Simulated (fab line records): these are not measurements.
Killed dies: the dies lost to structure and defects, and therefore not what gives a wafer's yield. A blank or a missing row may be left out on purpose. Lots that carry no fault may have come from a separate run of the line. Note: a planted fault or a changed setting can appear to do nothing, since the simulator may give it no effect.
Which tool did it? / flow berkeley-cmos170 / 14 lots, 42 wafers sampled, at 2 steps of a route of 331

WHAT THE GAUGES SHOWED, per wafer
UCB170_GATE_THK_MEAS_02.
lot=L566; measured=day 7 01:04; on=film-metro-02; GATE_OXIDE_THK (nm)=6.75 6.78 6.71
lot=L567; measured=day 7 01:03; on=film-metro-01; GATE_OXIDE_THK (nm)=6.56 6.50 6.41
lot=L568; measured=day 7 01:07; on=film-metro-01; GATE_OXIDE_THK (nm)=6.60 6.62 6.57
lot=L570; measured=day 7 17:52; on=film-metro-01; GATE_OXIDE_THK (nm)=6.48 6.51 6.50
lot=L573; measured=day 8 18:15; on=film-metro-01; GATE_OXIDE_THK (nm)=10.36 10.15 10.30 10.33 10.20 10.28
lot=L574; measured=day 8 13:44; on=film-metro-01; GATE_OXIDE_THK (nm)=6.65 6.75 6.57
lot=L576; measured=day 8 23:44; on=film-metro-01; GATE_OXIDE_THK (nm)=10.55 10.74 10.53 10.53 10.79 10.56
lot=L581; measured=day 10 13:38; on=film-metro-01; GATE_OXIDE_THK (nm)=6.56 6.60 6.72
lot=L582; measured=day 10 13:33; on=film-metro-03; GATE_OXIDE_THK (nm)=6.45 6.42 6.51
lot=L583; measured=day 10 13:33; on=film-metro-01; GATE_OXIDE_THK (nm)=6.48 6.60 6.60
lot=L585; measured=day 11 13:08; on=film-metro-03; GATE_OXIDE_THK (nm)=6.38 6.42 6.42
lot=L586; measured=day 11 13:08; on=film-metro-01; GATE_OXIDE_THK (nm)=6.62 6.66 6.61
lot=L588; measured=day 11 13:08; on=film-metro-02; GATE_OXIDE_THK (nm)=6.58 6.50 6.46
lot=L589; measured=day 11 23:50; on=film-metro-03; GATE_OXIDE_THK (nm)=6.57 6.53 6.50

EACH LOT AND THE TOOL THAT RAN IT (in order: tool; ch and the chambers of the sampled wafers; start)
lot=L566; UCB170_GATE_OXIDATION_01=furnace-04 ch 0, day 6 23:33
lot=L567; UCB170_GATE_OXIDATION_01=furnace-04 ch 0, day 6 23:33
lot=L568; UCB170_GATE_OXIDATION_01=furnace-04 ch 0, day 6 23:33
lot=L570; UCB170_GATE_OXIDATION_01=furnace-04 ch 0, day 7 16:22
lot=L573; UCB170_GATE_OXIDATION_01=furnace-01 ch 0, day 8 12:13
lot=L574; UCB170_GATE_OXIDATION_01=furnace-01 ch 0, day 8 12:13
lot=L576; UCB170_GATE_OXIDATION_01=furnace-04 ch 0, day 8 19:39 and furnace-01 ch 0, day 8 22:14
lot=L581; UCB170_GATE_OXIDATION_01=furnace-02 ch 0, day 10 12:03
lot=L582; UCB170_GATE_OXIDATION_01=furnace-02 ch 0, day 10 12:03
lot=L583; UCB170_GATE_OXIDATION_01=furnace-02 ch 0, day 10 12:03
lot=L585; UCB170_GATE_OXIDATION_01=furnace-01 ch 0, day 11 11:38
lot=L586; UCB170_GATE_OXIDATION_01=furnace-01 ch 0, day 11 11:38
lot=L588; UCB170_GATE_OXIDATION_01=furnace-01 ch 0, day 11 11:38
lot=L589; UCB170_GATE_OXIDATION_01=furnace-02 ch 0, day 11 22:20
- UCB170_GATE_OXIDATION_01: target thk 6.6 nm, ox time 1800 s.

WHAT THE TOOLS THEMSELVES READ (means of the sampled wafers that have a number; where no wafer has one, the mark that the record gives instead)
UCB170_GATE_OXIDATION_01.
lot=L566; tool=furnace-04; ox-temp-c-max=852.9; tube-center-temp-C (C)=850
lot=L567; tool=furnace-04; ox-temp-c-max=852.6; tube-center-temp-C (C)=850
lot=L568; tool=furnace-04; ox-temp-c-max=852.6; tube-center-temp-C (C)=850
lot=L570; tool=furnace-04; ox-temp-c-max=852.5; tube-center-temp-C (C)=850
lot=L573; tool=furnace-01; ox-temp-c-max=856.0; tube-center-temp-C (C)=850
lot=L574; tool=furnace-01; ox-temp-c-max=855.4; tube-center-temp-C (C)=850
lot=L576; tool=furnace-04/furnace-01; ox-temp-c-max=854.5; tube-center-temp-C (C)=850
lot=L581; tool=furnace-02; ox-temp-c-max=853.2; tube-center-temp-C (C)=850
lot=L582; tool=furnace-02; ox-temp-c-max=853.4; tube-center-temp-C (C)=850
lot=L583; tool=furnace-02; ox-temp-c-max=852.4; tube-center-temp-C (C)=850
lot=L585; tool=furnace-01; ox-temp-c-max=855.1; tube-center-temp-C (C)=850
lot=L586; tool=furnace-01; ox-temp-c-max=855.4; tube-center-temp-C (C)=850
lot=L588; tool=furnace-01; ox-temp-c-max=855.5; tube-center-temp-C (C)=850
lot=L589; tool=furnace-02; ox-temp-c-max=852.9; tube-center-temp-C (C)=850

THE ANSWER, worked out from the rows above alone
Rule: what is usual is taken from the lots themselves. Put in order of their means at a reading, lots are off if they are a third of the lots or fewer, leave a main group of 4 or more, and stand apart from it by a gap of 3 or more times the standard deviation of the main group's means; of several such gaps the widest counts. Not used: any main group whose means are identical at the precision the tables above print for the reading. Also off: a lot with no number at a reading for which 4 or more lots have one. All remaining lots with rows at the step are treated as sound. Order of review: gauges by route order, followed by the tools' own readings, for which a lot's mean as printed above is used. At the first step where some lot is off, the reading lying furthest off is the one used; lots without a number count as furthest.
Off: at UCB170_GATE_THK_MEAS_02 (GATE_OXIDE_THK), L573, L576. The main group has a mean of 6.56 nm with a standard deviation of 0.091.
A tool fits if, at a process step before that reading, it ran every lot that is off, and no sound lot after the first of them. Gauges at UCB170_GATE_THK_MEAS_02: tried the same way as those tools. Of those tried, none fits.

WHAT THE SIMULATOR HAD INSERTED
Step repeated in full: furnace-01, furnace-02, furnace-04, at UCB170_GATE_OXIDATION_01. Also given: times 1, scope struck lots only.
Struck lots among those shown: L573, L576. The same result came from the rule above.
